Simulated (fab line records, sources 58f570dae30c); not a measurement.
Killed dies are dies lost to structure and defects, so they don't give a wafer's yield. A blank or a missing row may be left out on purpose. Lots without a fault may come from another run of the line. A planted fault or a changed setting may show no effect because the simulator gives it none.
Which tool did it? | flow berkeley_cmos170 | 14 lots, 42 wafers sampled, at 4 steps of a route of 331

WHAT THE GAUGES READ, wafer by wafer
UCB170_PSD_TW_MEAS_10.
lot  | measured     | on            | PSD_TW
L913 | day 7 05:49  | film_metro-03 | 2366 2370 2366
L914 | day 7 15:27  | film_metro-01 | 2345 2331 2344
L915 | day 7 15:09  | film_metro-03 | 2378 2369 2361
L917 | day 7 15:58  | film_metro-01 | 2346 2361 2350
L918 | day 8 04:56  | film_metro-04 | 2329 2323 2342
L919 | day 8 04:07  | film_metro-03 | 2363 2346 2365
L923 | day 8 04:23  | film_metro-04 | 2342 2328 2342
L920 | day 8 22:48  | film_metro-04 | 2342 2337 2335
L926 | day 9 19:30  | film_metro-03 | 2363 2361 2358
L927 | day 9 19:14  | film_metro-04 | 2329 2326 2320
L929 | day 10 10:53 | film_metro-01 | 2354 2358 2355
L934 | day 10 19:55 | film_metro-04 | 2342 2330 2319

UCB170_CONTACT_CD_MEAS_15: target cd 700 nm.
lot  | measured     | on        | cd_nm (nm)
L913 | day 7 14:29  | cd_sem-01 | 700.7 700.3 700.9
L914 | day 8 05:20  | cd_sem-02 | 698.8 698.8 698.7
L915 | day 8 04:34  | cd_sem-01 | 699.6 696.9 698.0
L917 | day 8 04:38  | cd_sem-02 | 698.5 699.0 698.7
L918 | day 8 14:31  | cd_sem-01 | 700.1 700.1 700.4
L919 | day 8 11:41  | cd_sem-02 | 700.9 699.6 700.4
L923 | day 8 13:49  | cd_sem-01 | 699.3 699.3 700.0
L920 | day 9 10:38  | cd_sem-01 | 697.8 698.3 699.8
L926 | day 10 07:58 | cd_sem-01 | 699.3 698.9 699.0
L927 | day 10 04:52 | cd_sem-01 | 700.3 699.1 698.9
L929 | day 10 22:34 | cd_sem-02 | 699.5 697.2 698.7
L934 | day 11 10:01 | cd_sem-01 | 699.9 699.3 699.0

UCB170_V1_CD_MEAS_12: target cd 700 nm.
lot  | measured     | on        | cd_nm (nm)
L913 | day 7 21:22  | cd_sem-01 | 701.3 700.7 701.0
L914 | day 8 15:32  | cd_sem-02 | 702.4 700.6 700.5
L915 | day 8 15:14  | cd_sem-02 | 700.4 700.7 700.4
L917 | day 8 15:31  | cd_sem-01 | 699.5 699.0 699.9
L918 | day 8 21:41  | cd_sem-01 | 700.0 700.6 700.4
L919 | day 8 21:07  | cd_sem-02 | 699.3 698.4 697.7
L923 | day 8 21:10  | cd_sem-01 | 700.2 701.3 700.5
L920 | day 9 22:29  | cd_sem-01 | 698.2 698.2 699.4
L926 | day 10 18:02 | cd_sem-01 | 702.0 701.2 701.3
L927 | day 10 13:41 | cd_sem-02 | 700.2 699.8 699.5
L929 | day 11 08:49 | cd_sem-01 | 698.7 698.6 698.6
L934 | day 11 17:38 | cd_sem-02 | 700.8 700.3 700.1

WHICH TOOL RAN EACH LOT (tool, then ch and the chambers of the sampled wafers, then the start)
lot  | UCB170_FIELD_OXIDATION_01
L913 | furnace-04 ch 0, day 5 04:08
L914 | furnace-03 ch 0, day 5 13:28
L915 | furnace-03 ch 0, day 5 13:28
L917 | furnace-04 ch 0, day 5 17:58
L918 | furnace-03 ch 0, day 6 05:26
L919 | furnace-03 ch 0, day 6 05:26
L923 | furnace-03 ch 0, day 6 05:26
L920 | furnace-01 ch 0, day 6 18:56
L924 | furnace-04, day 6 23:34
L925 | furnace-01, day 7 09:16
L926 | furnace-04 ch 0, day 7 12:52
L927 | furnace-04 ch 0, day 7 12:52
L929 | furnace-03 ch 0, day 8 02:32
L934 | furnace-04 ch 0, day 8 21:22
- UCB170_FIELD_OXIDATION_01: target thk 558.3 nm, ox time 7200 s.

WHAT THE TOOLS THEMSELVES READ (means of the sampled wafers that have a number; where no wafer has one, the mark that the record gives instead)
UCB170_FIELD_OXIDATION_01.
lot  | tool       | ox_temp_c (C) | ox_temp_c_max | spike_tc_centre_C (C) | zone_power_load_pct (%) | zone_power_source_pct (%)
L913 | furnace-04 | 999.3         | 1006.3        | 1001.8                | 34.1                    | 34
L914 | furnace-03 | 999.7         | 1005.1        | 1002.2                | 36.0                    | 30
L915 | furnace-03 | 1000.6        | 1007.1        | 1002.1                | 35.9                    | 30
L917 | furnace-04 | 999.7         | 1006.7        | 1001.4                | 33.7                    | 35
L918 | furnace-03 | 999.9         | 1005.4        | 1001.4                | 36.1                    | 30
L919 | furnace-03 | 999.6         | 1006.5        | 1001.7                | 35.7                    | 31
L923 | furnace-03 | 999.7         | 1006.5        | 1001.5                | 36.3                    | 30
L920 | furnace-01 | 999.8         | 1004.7        | 1003.6                | 33.9                    | 41
L924 | furnace-04 | -             | -             | -                     | -                       | -
L925 | furnace-01 | -             | -             | -                     | -                       | -
L926 | furnace-04 | 999.9         | 1006.5        | 1001.6                | 34.1                    | 34
L927 | furnace-04 | 1000.2        | 1007.4        | 1001.5                | 34.0                    | 34
L929 | furnace-03 | 999.9         | 1005.5        | 1001.7                | 35.9                    | 30
L934 | furnace-04 | 999.9         | 1006.0        | 1001.8                | 34.2                    | 34

THE ANSWER, worked out from the rows above alone
Rule: what is usual is taken from the lots themselves. Put in order of their means at a reading, lots are off if they are a third of the lots or fewer, leave a main group of 4 or more, and stand apart from it by a gap of 3 or more times the standard deviation of the main group's means; of several such gaps the widest counts. A main group whose means are all the same, to the digits that the tables above print for the reading, isn't used. A lot without any number at a reading at which 4 lots or more have one is off too. The other lots that the step has rows for count as sound. The gauges are gone through in route order, then the tools' own readings, and for those a lot's mean is taken as printed above. The first step at which some lot is off is used, and at that step the reading that is off furthest; a lot without a number counts as furthest.
Off: L924, L925, at UCB170_FIELD_OXIDATION_01 (ox_temp_c). Without a number there: L924, L925. The main group: mean 999.9 C, standard deviation 0.31.
A tool fits if, at that step or a process step before it, it ran every lot that is off, and no sound lot after the first of them. None of those tried fits.

WHAT THE SIMULATOR HAD PUT IN
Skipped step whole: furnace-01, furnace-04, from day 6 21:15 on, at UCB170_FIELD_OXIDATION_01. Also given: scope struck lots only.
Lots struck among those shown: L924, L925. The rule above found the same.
